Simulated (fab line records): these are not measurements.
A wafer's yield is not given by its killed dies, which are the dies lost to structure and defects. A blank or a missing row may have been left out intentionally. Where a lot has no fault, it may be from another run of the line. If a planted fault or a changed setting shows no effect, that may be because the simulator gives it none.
Problem report in the 8D (eight disciplines) form, filled by code ; flow ritCmos ; the parts of the form that need people (team, actions taken, sign-off) are left out

1. THE ISSUE
Mean PRETRO_TW at RIT_PRETRO_TW_MEAS_10: 428 over 9 wafers in 3 lots; fault-free wafers: 471, standard deviation 5.8. That is -7.4 standard deviations from the usual mean.
Earliest sighting: wafer L754.3 on filmMetro-04 at day 6 08:09. The record has a number at this step for 45 wafers belonging to 15 lots. Rule for "out" (also "out of limits"): further than 4 standard deviations from the usual mean. Any other wafer with a number is counted as sound.

2. WHAT IT IS; WHAT IT IS NOT
question;is;is not
which readings at this step;PRETRO_TW;-
which lots;L754, L755, L756;L735, L736, L737, L739, L740, L742, L743, L745, L748, L749, L750, L752
which wafers of those lots;all that have a number;-
read on which gauges;filmMetro-01, filmMetro-03, filmMetro-04;-
when;from day 6 08:09;up to then (36 sound wafers)

3. THE SUSPECTS, EACH WITH WHAT RULES IT OUT
Counting: any tool at a process step up to the reading is kept as a suspect provided that every lot that is out went through it and no sound lot did after the first of them.
- ruled out: the gauge at RIT_PRETRO_TW_MEAS_10. 3 gauges (filmMetro-01, filmMetro-03, filmMetro-04) read the wafers that are out.
- implanter-02 at RIT_PRETRO_IMPLANT_08: kept. All lots that are out passed through it, beginning with L754 at day 6 07:52, and no sound lot followed; its final sound lot before that point was L752 at day 5 22:32. On those wafers its own readings are out: doseIonsCm2, faradayCurrentUA.
Left after counting: implanter-02 at RIT_PRETRO_IMPLANT_08.

4. THE CAUSE (what the simulator had put in)
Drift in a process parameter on implanter-02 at RIT_PRETRO_IMPLANT_08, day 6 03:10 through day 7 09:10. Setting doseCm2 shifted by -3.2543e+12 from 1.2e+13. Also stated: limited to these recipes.
After counting, this tool was the only one left.

5. SEQUENCE OF EFFECTS, ordered by route
Each row: a reading whose mean over the struck wafers that have a number lies more than 3 standard deviations from the usual. Scope: only readings with a usual standard deviation given in the record; hours: median across lots of the time from each lot's start at the first step in this table that gives one to its start at this step; sigmas: change in usual standard deviations.
hours;step;reading;usual;on struck wafers;change;sigmas
0;RIT_PRETRO_IMPLANT_08;doseIonsCm2;1.2e+13;8.7e+12;-3.3e+12;-99 or more
0;RIT_PRETRO_IMPLANT_08;faradayCurrentUA;38.0;27.4;-10.6;-14
0;RIT_PRETRO_TW_MEAS_10;PRETRO_TW;471;428;-43;-7.4
Process steps it contains:
- RIT_PRETRO_IMPLANT_08

6. WHAT WOULD HAVE CAUGHT IT SOONER
In this record the first reading out of limits at a measuring or inspecting step was taken at day 6 08:09, 5 hours after the fault began at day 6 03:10.
At RIT_PRETRO_IMPLANT_08, the tool's own readings (doseIonsCm2, faradayCurrentUA) were out on each struck wafer the step has a row for, so an alarm limit on them would have fired on the first such wafer.
Among the 3 lots that are out, L755, L756 began RIT_PRETRO_IMPLANT_08 on implanter-02 after day 6 08:09. A hold on the tool at that time would have spared those 2.
